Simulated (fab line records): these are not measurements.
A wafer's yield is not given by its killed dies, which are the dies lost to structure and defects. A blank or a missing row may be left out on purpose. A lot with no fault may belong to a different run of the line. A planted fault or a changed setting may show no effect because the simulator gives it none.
Split-lot experiment    flow berkeley-cmos170    on a route of 331 steps: 5 lots, 27 wafers read

THE SPLIT ITSELF
At UCB170_SCREENOX_OXIDATION_01 (target thk 14.4 nm, ox time 2400 s), the setting ox-time-s was moved away from the recipe's 2400 s on 12 of the 27 wafers read, by -27.9% to +25.6%. For the rest of the wafers, this setting stayed at what the recipe calls for.

Between the split and the reading, the file records no step.

THE READING
SCREENOX_OXIDE_THK at UCB170_SCREENOX_THK_MEAS_02, in nm. A value of 14.38 nm with a standard deviation of 0.22 nm is what fault-free wafers of this fab line usually give.

wafer   tool, chamber at the split  ox-time-s as run, s  against the recipe  SCREENOX_OXIDE_THK, nm  against lot-mates on the recipe
L074.1  -, -                        2400                 recipe              14.48                   -
L074.2  -, -                        2400                 recipe              14.49                   -
L074.3  -, -                        2400                 recipe              14.13                   -
L074.4  -, -                        2400                 recipe              14.31                   -
L074.5  -, -                        2400                 recipe              14.36                   -
L074.6  -, -                        2400                 recipe              14.46                   -
L075.1  -, -                        1731                 -27.9%              11.71                   no lot-mate on the recipe
L075.2  -, -                        1731                 -27.9%              11.58                   no lot-mate on the recipe
L075.3  -, -                        1731                 -27.9%              11.58                   no lot-mate on the recipe
L075.4  -, -                        1731                 -27.9%              11.33                   no lot-mate on the recipe
L075.5  -, -                        1731                 -27.9%              11.59                   no lot-mate on the recipe
L075.6  -, -                        1731                 -27.9%              11.63                   no lot-mate on the recipe
L077.1  furnace-03, 0               2400                 recipe              14.39                   -
L077.2  furnace-03, 0               2400                 recipe              14.34                   -
L077.5  furnace-03, 0               2400                 recipe              14.33                   -
L076.1  -, -                        3015                 +25.6%              16.88                   no lot-mate on the recipe
L076.2  -, -                        3015                 +25.6%              17.07                   no lot-mate on the recipe
L076.3  -, -                        3015                 +25.6%              16.81                   no lot-mate on the recipe
L076.4  -, -                        3015                 +25.6%              16.72                   no lot-mate on the recipe
L076.5  -, -                        3015                 +25.6%              17.24                   no lot-mate on the recipe
L076.6  -, -                        3015                 +25.6%              17.02                   no lot-mate on the recipe
L081.1  -, -                        2400                 recipe              13.81                   -
L081.2  -, -                        2400                 recipe              13.90                   -
L081.3  -, -                        2400                 recipe              13.88                   -
L081.4  -, -                        2400                 recipe              14.03                   -
L081.5  -, -                        2400                 recipe              13.97                   -
L081.6  -, -                        2400                 recipe              13.90                   -

THE FIT
A straight line over all 27 wafers: SCREENOX_OXIDE_THK changes by +0.101 nm for each +1% of ox-time-s; r = +0.99; the points scatter about the line by 0.23 nm.
Too few moved wafers with a lot-mate on the recipe to fit a line net of each lot's own level.

THE WHOLE CHAIN: every reading that the file lists as answering this split, in the file's order
step                          what it does                        reading                                                                                change (the file's fit)                r (the file's)
UCB170_SCREENOX_OXIDATION_01  target thk 14.4 nm, ox time 2400 s  SiO2_of_SCREENOX_OXIDATION_01.thk-nm (the simulator's own value, which no gauge read)  +0.101 nm for each +1% of the setting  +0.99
UCB170_SCREENOX_THK_MEAS_02                                       SCREENOX_OXIDE_THK                                                                     +0.101 for each +1% of the setting     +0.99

THE FILE'S OWN FIT
SCREENOX_OXIDE_THK changes by +0.101 nm for each +1% of ox-time-s, r = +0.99.
